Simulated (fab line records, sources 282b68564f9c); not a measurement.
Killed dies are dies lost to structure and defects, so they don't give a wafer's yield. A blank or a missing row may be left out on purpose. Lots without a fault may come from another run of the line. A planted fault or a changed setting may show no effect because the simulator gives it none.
One fault seen from 2 desks | flow rit_cmos | each desk has only its own numbers; what lay behind them comes last

THE TOOL OWNER'S DESK: rtp_anneal-01
The tool's own readings at RIT_SDANNEAL_RTA_03 (time 5 s): means of the sampled wafers that have a number, for each lot that ran on this tool. A lot is out of limits, marked OUT, if its mean lies more than 4 standard deviations from the usual mean; the brackets give that distance.
Columns: A = wafer_temp_C_max at RIT_SDANNEAL_RTA_03, usual 1053.5
lot  | first seen here | A
L723 | day 3 06:58     | 1055.4
L725 | day 3 17:46     | 1053.6
L727 | day 4 01:55     | 1054.0
L729 | day 4 12:33     | 1054.9
L731 | day 4 22:06     | 1054.1
L743 | day 7 10:05     | 1052.1
L745 | day 7 19:31     | 1054.2
This desk's finding: nothing out of limits on any of the 7 lots.

THE METROLOGY DESK
What the gauges read, lot by lot, whatever tool the lot ran on: means of the sampled wafers that have a number. A lot is out of limits, marked OUT, if its mean lies more than 4 standard deviations from the usual mean; the brackets give that distance.
Columns: A = PSD_RS at RIT_SDANNEAL_RS_MEAS_04, usual 116.1 ohm/sq
lot  | first seen here | A
L722 | day 3 00:52     | 116.2
L723 | day 3 07:04     | 116.2
L724 | day 3 11:57     | 116.2
L725 | day 3 17:50     | 115.7
L726 | day 3 21:46     | 116.2
L727 | day 4 01:59     | 116.0
L729 | day 4 12:40     | 98.3 (-59) OUT
L731 | day 4 22:20     | 97.8 (-61) OUT
L738 | day 6 09:35     | 116.2
L740 | day 6 19:25     | 115.9
L742 | day 7 06:02     | 116.3
L743 | day 7 10:10     | 116.3
L744 | day 7 15:01     | 116.5
L745 | day 7 19:34     | 115.9
This desk's finding: out of limits on L729, L731; first on L729, day 4 12:40 (PSD_RS at RIT_SDANNEAL_RS_MEAS_04). In limits: L722, L723, L724, L725, L726, L727, L738, L740, L742, L743, L744, L745.

PUT TOGETHER
The metrology desk could have raised an alarm at day 4 12:40, on L729, L731.
The tool owner's desk saw nothing out of limits.
The tool owner's desk has L729, L731 on record, within its limits.
Of the lots named, all ran RIT_SDANNEAL_RTA_03 on rtp_anneal-01.

WHAT THE SIMULATOR HAD PUT IN
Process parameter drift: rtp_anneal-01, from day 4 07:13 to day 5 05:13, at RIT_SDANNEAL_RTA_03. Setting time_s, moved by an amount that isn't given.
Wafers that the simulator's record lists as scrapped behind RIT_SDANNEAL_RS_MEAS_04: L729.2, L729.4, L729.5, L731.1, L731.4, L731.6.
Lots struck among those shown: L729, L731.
Hours from the fault's start to each desk's first reading out of limits: the metrology desk, 5.
